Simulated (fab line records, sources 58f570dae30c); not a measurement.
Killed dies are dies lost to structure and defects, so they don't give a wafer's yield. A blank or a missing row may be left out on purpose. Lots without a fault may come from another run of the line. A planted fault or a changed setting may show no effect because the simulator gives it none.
Which tool did it? | flow berkeley_cmos170 | 7 lots, 21 wafers sampled, at 1 step of a route of 331

WHAT THE GAUGES READ, wafer by wafer
UCB170_PSD_CD_MEAS_06: target cd 1200 nm.
lot  | measured     | on        | cd_nm (nm)
L375 | day 8 04:45  | cd_sem-01 | 1197.9 1197.9 1198.2
L378 | day 8 23:22  | cd_sem-02 | 1199.3 1199.5 1197.4
L377 | day 8 23:55  | cd_sem-01 | 1199.6 1198.1 1200.0
L382 | day 10 00:18 | cd_sem-01 | 1199.3 1198.8 1198.2
L386 | day 10 21:52 | cd_sem-02 | 1199.6 1200.3 1199.2
L389 | day 11 16:46 | cd_sem-01 | 1198.5 1198.1 1198.8
L393 | day 12 13:14 | cd_sem-02 | 1199.2 1200.9 1200.3

WHICH TOOL RAN EACH LOT (tool, then ch and the chambers of the sampled wafers, then the start)
The record holds no process step before these readings.

THE ANSWER, worked out from the rows above alone
Rule: what is usual is taken from the lots themselves. Put in order of their means at a reading, lots are off if they are a third of the lots or fewer, leave a main group of 4 or more, and stand apart from it by a gap of 3 or more times the standard deviation of the main group's means; of several such gaps the widest counts. A main group whose means are all the same, to the digits that the tables above print for the reading, isn't used. A lot without any number at a reading at which 4 lots or more have one is off too. The other lots that the step has rows for count as sound.
No lot is off at any reading shown: from this, nothing can be told.

WHAT THE SIMULATOR HAD PUT IN
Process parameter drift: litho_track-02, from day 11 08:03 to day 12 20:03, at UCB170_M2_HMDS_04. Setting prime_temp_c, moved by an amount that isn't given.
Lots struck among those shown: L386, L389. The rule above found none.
